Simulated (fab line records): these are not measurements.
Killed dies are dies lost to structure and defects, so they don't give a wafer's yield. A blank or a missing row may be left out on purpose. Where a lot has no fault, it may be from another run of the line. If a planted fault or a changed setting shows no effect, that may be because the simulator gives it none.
2 desks, one fault :: flow rit_cmos :: only its own numbers are on each desk; what lay behind them is given at the end

== METROLOGY DESK ==
What the gauges read for every lot (on any tool): the sampled wafers with a number, averaged. If a lot's mean is further than 4 standard deviations from the usual mean, the lot is out of limits and carries the mark OUT (the distance appears in the brackets).
Columns: A = FOX2_OXIDE_THK at RIT_FOX2_THK_MEAS_01, usual 346 nm; B = FIELD_OXIDE_LEFT_1_THK at RIT_FOX2_THK_MEAS_90, usual 319 nm; C = FIELD_OXIDE_LEFT_2_THK at RIT_FOX2_THK_MEAS_91, usual 251 nm
lot: L808
first seen here: day 2 01:41
A: 356
B: 328
C: 261

lot: L809
first seen here: day 2 04:31
A: 350
B: 323
C: 254

lot: L810
first seen here: day 2 09:27
A: 339
B: 311
C: 242

lot: L811
first seen here: day 2 14:26
A: 356
B: 329
C: 262

lot: L813
first seen here: day 3 01:28
A: 341
B: 313
C: 246

lot: L814
first seen here: day 3 06:26
A: 345
B: 318
C: 250

lot: L815
first seen here: day 3 10:57
A: 348
B: 321
C: 252

lot: L817
first seen here: day 3 21:25
A: 344
B: 317
C: 249

lot: L819
first seen here: day 4 06:19
A: 350
B: 323
C: 254

lot: L820
first seen here: day 4 11:28
A: 376 (+4.5) OUT
B: 349 (+4.5) OUT
C: 281 (+4.4) OUT

lot: L821
first seen here: day 4 16:50
A: 341
B: 314
C: 247

lot: L822
first seen here: day 4 21:49
A: 378 (+4.8) OUT
B: 351 (+4.8) OUT
C: 281 (+4.5) OUT

lot: L823
first seen here: day 5 02:27
A: 365
B: 338
C: 270

lot: L829
first seen here: day 6 11:02
A: 343
B: 315
C: 248

lot: L830
first seen here: day 6 15:35
A: 347
B: 319
C: 252
This desk finds L820, L822 out of limits, with the earliest case on L820 at day 4 11:28 (FOX2_OXIDE_THK at RIT_FOX2_THK_MEAS_01). L808, L809, L810, L811, L813, L814, L815, L817, L819, L821, L823, L829, L830 stayed within limits.

== FOR THE TOOL OWNER'S DESK: furnace-03 ==
The tool's own readings at RIT_FOX2_OXIDATION_00 (target thk 350.7 nm, ox time 1130 s): means of the sampled wafers that have a number, for each lot that ran on this tool. If a lot's mean is further than 4 standard deviations from the usual mean, the lot is out of limits and carries the mark OUT (the distance appears in the brackets).
Columns: A = spike_tc_centre_C at RIT_FOX2_OXIDATION_00, usual 1103.0 C; B = spike_tc_load_C at RIT_FOX2_OXIDATION_00, usual 1126.7 C; C = spike_tc_source_C at RIT_FOX2_OXIDATION_00, usual 1123.1 C; D = tube_center_temp_C at RIT_FOX2_OXIDATION_00, usual 1100 C; E = tube_center_temp_C_max at RIT_FOX2_OXIDATION_00, usual 1102.9
lot: L808
first seen here: day 2 00:23
A: 1102.2
B: 1128.1
C: 1122.7
D: 1100
E: 1102.8

lot: L809
first seen here: day 2 03:13
A: 1102.9
B: 1129.4
C: 1120.6
D: 1100
E: 1102.8

lot: L813
first seen here: day 3 00:09
A: 1101.8
B: 1128.2
C: 1121.5
D: 1100
E: 1103.0

lot: L814
first seen here: day 3 05:08
A: 1102.4
B: 1128.4
C: 1121.9
D: 1100
E: 1103.0

lot: L815
first seen here: day 3 09:38
A: 1102.5
B: 1129.0
C: 1121.6
D: 1100
E: 1102.7

lot: L817
first seen here: day 3 20:07
A: 1102.8
B: 1128.6
C: 1121.2
D: 1100
E: 1102.7

lot: L820
first seen here: day 4 10:08
A: 1117.7 (+9.8) OUT
B: 1144.6 (+8.5) OUT
C: 1136.5 (+6.1) OUT
D: 1115 (+99 or more) OUT
E: 1117.5 (+35) OUT

lot: L822
first seen here: day 4 20:30
A: 1117.7 (+9.8) OUT
B: 1143.5 (+8.0) OUT
C: 1137.3 (+6.5) OUT
D: 1115 (+99 or more) OUT
E: 1117.8 (+36) OUT

lot: L823
first seen here: day 5 01:08
A: 1118.1 (+10) OUT
B: 1144.0 (+8.3) OUT
C: 1137.3 (+6.5) OUT
D: 1115 (+99 or more) OUT
E: 1117.9 (+36) OUT
This desk's verdict: out of limits on L820, L822, L823, starting with L820 at day 4 10:08 (spike_tc_centre_C at RIT_FOX2_OXIDATION_00). L808, L809, L813, L814, L815, L817 stayed within limits.

== ALL TOGETHER ==
On L820, L822, L823, at day 4 10:08, an alarm was possible from the tool owner's desk.
L820, L822 would have let the metrology desk raise an alarm at day 4 11:28.
The metrology desk has L823 on record, within its limits.
The lots listed all ran RIT_FOX2_OXIDATION_00 on furnace-03.

== WHAT WAS PUT IN BY THE SIMULATOR ==
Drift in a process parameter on furnace-03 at RIT_FOX2_OXIDATION_00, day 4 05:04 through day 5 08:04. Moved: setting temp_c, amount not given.
Shown lots that were struck: L820, L822, L823.
Fault start to first reading out of limits, in hours, per desk: tool owner, 5; metrology, 6.
